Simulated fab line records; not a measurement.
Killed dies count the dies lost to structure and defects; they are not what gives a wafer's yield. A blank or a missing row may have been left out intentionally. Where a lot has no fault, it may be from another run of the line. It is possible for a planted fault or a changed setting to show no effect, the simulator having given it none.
Which tool was responsible? :: flow berkeley_cmos170 :: 18 wafers from 6 lots sampled at 2 of the route's 331 steps

## WHAT THE GAUGES SHOWED, per wafer
UCB170_PSD_CD_MEAS_06: target cd 1200 nm.
lot: L703
measured: day 6 22:36
on: cd_sem-02
cd_nm (nm): 1202.4 1201.3 1202.2

lot: L708
measured: day 7 07:20
on: cd_sem-01
cd_nm (nm): 1201.3 1202.1 1201.5

lot: L706
measured: day 7 07:50
on: cd_sem-02
cd_nm (nm): 1202.0 1202.2 1201.6

lot: L713
measured: day 8 23:47
on: cd_sem-01
cd_nm (nm): 1200.7 1199.3 1200.1

lot: L722
measured: day 10 08:16
on: cd_sem-02
cd_nm (nm): 1200.2 1200.8 1199.1

lot: L724
measured: day 11 05:49
on: cd_sem-01
cd_nm (nm): 1199.4 1200.3 1200.2

## WHICH TOOL RAN EACH LOT (tool, then ch and the chambers of the sampled wafers, then the start)
lot: L703
UCB170_GATE_ETCH_14: rie_diel-03 ch 1,2,3, day 6 13:35

lot: L708
UCB170_GATE_ETCH_14: rie_diel-01 ch 0,1, day 6 20:01

lot: L706
UCB170_GATE_ETCH_14: rie_diel-04 ch 0,2,3, day 6 20:29

lot: L713
UCB170_GATE_ETCH_14: rie_diel-03 ch 0,1,3, day 8 14:31

lot: L722
UCB170_GATE_ETCH_14: rie_diel-01 ch 1,2,3, day 9 22:50

lot: L724
UCB170_GATE_ETCH_14: rie_diel-03 ch 1,2,3, day 10 19:12
- UCB170_GATE_ETCH_14: etches BARC in N2/H2.

## THE ANSWER, worked out from the rows above alone
Rule: the lots themselves supply what counts as usual. Put in order of their means at a reading, lots are off if they are a third of the lots or fewer, leave a main group of 4 or more, and stand apart from it by a gap of 3 or more times the standard deviation of the main group's means; of several such gaps the widest counts. Not used: any main group whose means are identical at the precision the tables above print for the reading. A lot without any number at a reading at which 4 lots or more have one is off too. All remaining lots with rows at the step are treated as sound.
Across all readings shown, no lot is off: no conclusion can be drawn from this.

## WHAT THE SIMULATOR HAD PUT IN
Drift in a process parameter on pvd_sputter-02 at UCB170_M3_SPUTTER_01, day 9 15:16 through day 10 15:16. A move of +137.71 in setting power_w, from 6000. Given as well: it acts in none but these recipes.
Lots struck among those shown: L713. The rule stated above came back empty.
